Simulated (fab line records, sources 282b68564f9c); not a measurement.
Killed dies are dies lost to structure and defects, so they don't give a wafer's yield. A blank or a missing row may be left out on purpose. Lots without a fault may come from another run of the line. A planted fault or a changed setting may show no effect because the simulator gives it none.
fab line records | flow rit_cmos
record lots=7 wafers=21 last_day=5
route steps=202 shown NWELL@35 PWELL@39 WELLDRIVE@50 NRETRO@53 M1@202
lots that met no fault: from a run of the same line without faults
start_h: hours from the record's first day to the start of the lot's first wafer shown | wait_h: hours since the lot's step before | " the same as in the row above | L1.1+2: a row that stands for several wafers | - no value, or no start given | * or withheld: withheld | < > ~ a bound
route shown NAME@n: a module of which the file shows steps, and the number in the route of the first | usual: mean/standard deviation of fault-free wafers | same: alike in all rows | chamber/n: place in a boat | sites: the reading at each site | _std_site: their standard deviation | _edge_site: outer sites' mean less inner sites' | radius_mm: how far each site lies from the wafer's centre | mask NAME#n: copy n | behind: the tool/chamber that last shaped the wafer | hold: why the lot was held/for how many hours/how that ended | device: the transistor (n, p or np) that didn't switch | end of line: the same wafers' tests at the end of the route | a step without rows: its recipe alone | killed: dies lost to structure and defects at the first sort, not the wafer's yield | map: a wafer's dies, x killed, . not, _ none there
set.NAME: the setting as run; set.NAME@STEP: as run at that earlier step | model.NAME: the simulator's own value behind a step, which no gauge read
lots at some steps of the route; a table a step, a row a wafer
services: from which hour (start_h, from the record's first day; less than 0 if before it) a tool's chamber was out of use, for how many hours, and why
## steps
# step RIT_NWELL_HARDBAKE_07
# recipe resist=NOVOLAK temp_c=140 time_s=120
# step RIT_NWELL_IMPLANT_08
# recipe species=P energy_kev=170 dose_cm2=5e+13 tilt_deg=7
# step RIT_NWELL_STRIP_09
# recipe chemistry=O2 time_s=180 resist=NOVOLAK platen_temp_c=withheld power_w=500 pressure_mtorr=4000 o2_flow_sccm=4000
# usual drypump_motor_current_A=5.9/0.42
# columns lot.wafer tool chamber start_h wait_h drypump_motor_current_A rf_hours_counter_h
L819.1 plasma_asher-03 1 29.92 0.1 5.7 23
L819.3 " 1 " " 5.6 -
L819.5 " 0 " " 5.8 -
L821.1 plasma_asher-04 0 33.55 0.1 6.6 39
L821.3 " 1 " " 6.2 -
L821.6 " 1 " " 6.2 -
L827.1 plasma_asher-03 0 61.00 0.1 5.7 26
L827.2 " 1 " " 5.7 26
L827.4 " 1 " " 5.7 -
L828.3 plasma_asher-04 1 65.81 0.1 6.2 -
L828.4 " 0 " " 6.6 -
L828.5 " 1 " " 6.1 -
L831.2 plasma_asher-04 1 80.69 0.1 6.2 45
L831.3 " 1 " " 6.2 -
L831.5 " 1 " " 6.1 -
L832.1 plasma_asher-03 1 85.58 0.1 5.7 29
L832.4 " 0 " " 5.7 -
L832.5 " 1 " " 5.7 -
L835.1 plasma_asher-04 1 100.72 0.1 6.1 47
L835.2 " 0 " " 6.6 47
L835.5 " 0 " " 6.6 -
# step RIT_NWELL_TW_MEAS_10
# usual NWELL_TW=2134/29
# columns lot.wafer tool chamber start_h wait_h NWELL_TW
L819.1 film_metro-04 - 30.10 0.1 2106
L819.3 " - " " 2107
L819.5 " - " " 2086
L821.1 film_metro-04 - 33.72 0.1 2103
L821.3 " - " " 2107
L821.6 " - " " 2098
L827.1 film_metro-04 - 61.18 0.1 2095
L827.2 " - " " 2092
L827.4 " - " " 2097
L828.3 film_metro-03 - 65.95 0.1 2166
L828.4 " - " " 2172
L828.5 " - " " 2175
L831.2 film_metro-04 - 80.88 0.1 2090
L831.3 " - " " 2093
L831.5 " - " " 2104
L832.1 film_metro-03 - 85.75 0.1 2164
L832.4 " - " " 2163
L832.5 " - " " 2153
L835.1 film_metro-04 - 100.89 0.1 2107
L835.2 " - " " 2116
L835.5 " - " " 2101
# step RIT_PWELL_HMDS_00
# recipe prime_time_s=60 prime_temp_c=140
# step RIT_PWELL_COAT_01
# recipe resist=NOVOLAK spin_rpm=2000 resist_thk_nm=1300
# step RIT_PWELL_SOFTBAKE_02
# recipe resist=NOVOLAK temp_c=90 time_s=60
# step RIT_PWELL_EXPOSE_03
# recipe mask_id=M3 na=0.57 target_cd_nm=43700 dose_mj=250
# step RIT_PWELL_PEB_04
# recipe resist=NOVOLAK temp_c=withheld time_s=withheld
# step RIT_PWELL_DEVELOP_05
# recipe resist=NOVOLAK develop_time_s=68 dev_temp_c=23
# step RIT_PWELL_OVL_MEAS_06
# usual PWELL_OVL=-0.5/1.2
# columns lot.wafer tool chamber start_h wait_h PWELL_OVL[nm]
L819.1 overlay-02 - 31.04 - 1.2
L819.3 " - " " 0.3
L819.5 " - " " 0.5
L821.1 overlay-02 - 34.66 - -2.2
L821.3 " - " " 0.2
L821.6 " - " " -1.6
L827.1 overlay-01 - 62.32 - -0.6
L827.2 " - " " -0.5
L827.4 " - " " -0.5
L828.3 overlay-02 - 66.88 - -0.4
L828.4 " - " " -0.2
L828.5 " - " " 0.4
L831.2 overlay-02 - 81.99 - -2.1
L831.3 " - " " -0.8
L831.5 " - " " -1.1
L832.1 overlay-02 - 86.69 - -3.5
L832.4 " - " " -2.3
L832.5 " - " " -0.7
L835.1 overlay-02 - 101.83 - -1.0
L835.2 " - " " -0.6
L835.5 " - " " 0.3
# step RIT_PWELL_HARDBAKE_07
# recipe resist=NOVOLAK temp_c=140 time_s=120
# step RIT_PWELL_IMPLANT_08
# recipe species=B energy_kev=170 dose_cm2=7e+13 tilt_deg=7
# columns lot.wafer tool chamber start_h wait_h
L819.1+3+5 implanter-04 0 31.32 0.2
L821.1+3+6 implanter-04 0 34.95 0.2
L827.1+2+4 implanter-01 0 62.61 0.2
L827.1+2+4 implanter-01 0 62.92 0.3
L828.3+4+5 implanter-02 0 67.21 0.2
L831.2+3+5 implanter-01 0 82.30 0.2
L832.1+4+5 implanter-04 0 87.05 0.2
L832.1+4+5 implanter-04 0 87.36 0.3
L835.1+2+5 implanter-02 0 102.12 0.2
L835.1+2+5 implanter-02 0 102.44 0.3
# step RIT_PWELL_STRIP_09
# recipe chemistry=O2 time_s=180 resist=NOVOLAK platen_temp_c=withheld power_w=500 pressure_mtorr=4000 o2_flow_sccm=4000
# usual drypump_motor_current_A=6.1/0.35
# columns lot.wafer tool chamber start_h wait_h drypump_motor_current_A rf_hours_counter_h
L819.1 plasma_asher-02 0 31.47 0.1 6.4 36
L819.3 " 1 " " 6.3 -
L819.5 " 0 " " 6.4 -
L821.1 plasma_asher-04 0 35.10 0.1 6.6 40
L821.3 " 0 " " 6.6 -
L821.6 " 0 " " 6.6 -
L827.1 plasma_asher-04 1 63.07 0.1 6.2 43
L827.2 " 0 " " 6.6 43
L827.4 " 0 " " 6.6 -
L828.3 plasma_asher-03 0 67.36 0.1 5.7 -
L828.4 " 1 " " 5.7 -
L828.5 " 0 " " 5.7 -
L831.2 plasma_asher-02 1 82.42 0.1 6.3 42
L831.3 " 0 " " 6.3 -
L831.5 " 1 " " 6.3 -
L832.1 plasma_asher-02 0 87.51 0.1 6.4 43
L832.4 " 0 " " 6.4 -
L832.5 " 1 " " 6.3 -
L835.1 plasma_asher-02 1 102.59 0.1 6.3 44
L835.2 " 0 " " 6.3 44
L835.5 " 0 " " 6.3 -
# step RIT_PWELL_TW_MEAS_10
# usual PWELL_TW=944/12
# columns lot.wafer tool chamber start_h wait_h PWELL_TW
L819.1 film_metro-02 - 31.65 0.1 963
L819.3 " - " " 962
L819.5 " - " " 960
L821.1 film_metro-03 - 35.28 0.1 956
L821.3 " - " " 954
L821.6 " - " " 954
L827.1 film_metro-04 - 63.25 0.1 1164
L827.2 " - " " 1171
L827.4 " - " " 1169
L828.3 film_metro-04 - 67.50 0.1 929
L828.4 " - " " 934
L828.5 " - " " 931
L831.2 film_metro-03 - 82.61 0.1 964
L831.3 " - " " 955
L831.5 " - " " 959
L832.1 film_metro-04 - 87.69 0.1 1164
L832.4 " - " " 1171
L832.5 " - " " 1165
L835.1 film_metro-03 - 102.76 0.1 1184
L835.2 " - " " 1186
L835.5 " - " " 1188
# step RIT_WELLDRIVE_ANNEAL_00
# recipe temp_c=1100 time_s=14700 ambient=N2
# step RIT_WELLDRIVE_RS_MEAS_01
# recipe thk_meas_gauge=four-point-probe
# usual NWELL_RS=275.4/0.9
# columns lot.wafer tool chamber start_h wait_h NWELL_RS[ohm/sq]
L819.1 film_metro-04 - 36.79 0.0 275.3
L819.3 " - " " 275.9
L819.5 " - " " 276.1
L821.1 film_metro-02 - 41.87 0.0 276.1
L821.3 " - " " 276.8
L821.6 " - " " 276.2
L827.1 film_metro-03 - 68.39 0.0 275.6
L827.2 " - " " 276.7
L827.4 " - " " 275.4
L828.3 film_metro-03 - 73.20 0.0 276.0
L828.4 " - " " 274.0
L828.5 " - " " 274.5
L831.2 film_metro-03 - 88.83 0.0 274.2
L831.3 " - " " 276.2
L831.5 " - " " 274.2
L832.1 film_metro-02 - 92.83 0.0 275.4
L832.4 " - " " 275.0
L832.5 " - " " 275.2
L835.1 film_metro-03 - 107.90 0.0 274.1
L835.2 " - " " 275.2
L835.5 " - " " 275.4
# step RIT_WELLDRIVE_RS_MEAS_02
# recipe thk_meas_gauge=four-point-probe
# usual PWELL_RS=429.2/1.7
# columns lot.wafer tool chamber start_h wait_h PWELL_RS[ohm/sq]
L819.1 film_metro-04 - 36.91 0.1 432.1
L819.3 " - " " 432.8
L819.5 " - " " 431.6
L821.1 film_metro-02 - 41.99 0.1 429.6
L821.3 " - " " 429.3
L821.6 " - " " 427.3
L827.1 film_metro-03 - 68.51 0.1 278.8
L827.2 " - " " 277.7
L827.4 " - " " 278.1
L828.3 film_metro-03 - 73.32 0.1 430.4
L828.4 " - " " 429.4
L828.5 " - " " 431.8
L831.2 film_metro-03 - 88.95 0.1 428.9
L831.3 " - " " 429.9
L831.5 " - " " 428.0
L832.1 film_metro-02 - 92.95 0.1 279.3
L832.4 " - " " 279.2
L832.5 " - " " 279.2
L835.1 film_metro-03 - 108.02 0.1 279.7
L835.2 " - " " 280.1
L835.5 " - " " 281.4
# step RIT_NRETRO_HMDS_00
# recipe prime_time_s=60 prime_temp_c=140
# step RIT_M1_PROBE_99
# usual killed_at_front_end=7/3.2 killed_dies=7/3.2 killed_open=3.2/2.1 killed_short=3.5/2.2
# same gross_dies=264 killed_at_M0_to_M3=0 killed_at_M4_up=0 killed_at_back_side=0 killed_at_contacts=0 killed_at_other=0
# columns lot.wafer tool chamber start_h wait_h killed_at_front_end killed_dies killed_open killed_short
L819.1 prober-02 - 66.14 0.1 12 12 5 7
L819.3 prober-02 - 66.24 0.2 8 8 3 5
L819.5 prober-02 - 66.34 0.2 12 12 5 7
L827.1 prober-02 - 97.62 0.1 8 8 6 2
L827.2 prober-02 - 97.67 0.1 8 8 5 3
L827.4 prober-02 - 97.77 0.2 6 6 3 3
L832.1 prober-01 - 121.57 0.1 9 9 5 4
L832.4 prober-01 - 121.72 0.2 12 12 8 4
L832.5 prober-01 - 121.77 0.2 16 16 5 11
# killed by level:class
L819.1 GATE:geometric_particle:short=4 GATE:geometric_particle:open=3 SPACER:geometric_particle:short=2 REOX:geometric_particle:open=1 SILICIDE:geometric_particle:open=1 SILICIDE:geometric_particle:short=1
L819.3 FOX1:geometric_particle:short=1 FOX1:geometric_particle:open=1 GATE:geometric_particle:open=1 GATE:geometric_particle:short=1 REOX:geometric_particle:short=1 SPACER:geometric_particle:open=1 SPACER:geometric_particle:short=1 SILICIDE:geometric_particle:short=1
L819.5 GATE:geometric_particle:open=3 GATE:geometric_particle:short=3 SPACER:geometric_particle:short=3 FOX1:geometric_particle:open=1 FOX1:geometric_particle:short=1 SPACER:geometric_particle:open=1
L827.1 GATE:geometric_particle:open=3 SPACER:geometric_particle:open=2 GATE:geometric_particle:short=1 REOX:geometric_particle:open=1 SPACER:geometric_particle:short=1
L827.2 GATE:geometric_particle:open=3 GATE:geometric_particle:short=2 REOX:geometric_particle:open=1 REOX:geometric_particle:short=1 SPACER:geometric_particle:open=1
L827.4 REOX:geometric_particle:short=2 FOX1:geometric_particle:short=1 GATE:geometric_particle:open=1 SPACER:geometric_particle:open=1 SILICIDE:geometric_particle:open=1
L832.1 REOX:geometric_particle:short=3 GATE:geometric_particle:open=2 FOX2:geometric_particle:open=1 GATE:geometric_particle:short=1 REOX:geometric_particle:open=1 SILICIDE:geometric_particle:open=1
L832.4 GATE:geometric_particle:open=3 REOX:geometric_particle:open=3 FOX1:geometric_particle:open=2 FOX2:geometric_particle:short=1 GATE:geometric_particle:short=1 REOX:geometric_particle:short=1 SPACER:geometric_particle:short=1
L832.5 GATE:geometric_particle:short=4 FOX1:geometric_particle:short=3 REOX:geometric_particle:short=3 GATE:geometric_particle:open=2 REOX:geometric_particle:open=2 SPACER:geometric_particle:short=1 SILICIDE:geometric_particle:open=1
## services
# columns tool chamber start_h hours kind
implanter-01 - 83.52 4.2 pm
## key
first_sign step=RIT_PWELL_IMPLANT_08 reading=visit direction=added
effect step=RIT_PWELL_TW_MEAS_10 reading=PWELL_TW direction=up sigmas=19 usual=944 struck=1174
effect step=RIT_WELLDRIVE_RS_MEAS_02 reading=PWELL_RS direction=down sigmas=91 usual=429.2 struck=279.3
met_at RIT_PWELL_IMPLANT_08
struck_wafers L827.1,L827.2,L827.4,L832.1,L832.4,L832.5,L835.1,L835.2,L835.5
rows_end L835.1,L835.2,L835.5
tester_left_out L827,L832
fault kind=repeated_step_whole tool=implanter-01,implanter-02,implanter-04 chamber=- onset_h=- steps=RIT_PWELL_IMPLANT_08 times=1 scope=struck_lots_only
# tester_left_out: of these lots the tester's yield and bins aren't shown, on N5 and GAA mostly nor the transistor test; their killed dies are dies lost to structure and defects alone, not to doping, threshold or leakage, so they don't give the yield
# rows_end: these wafers met a further fault down the route, and their rows from its step on are left out
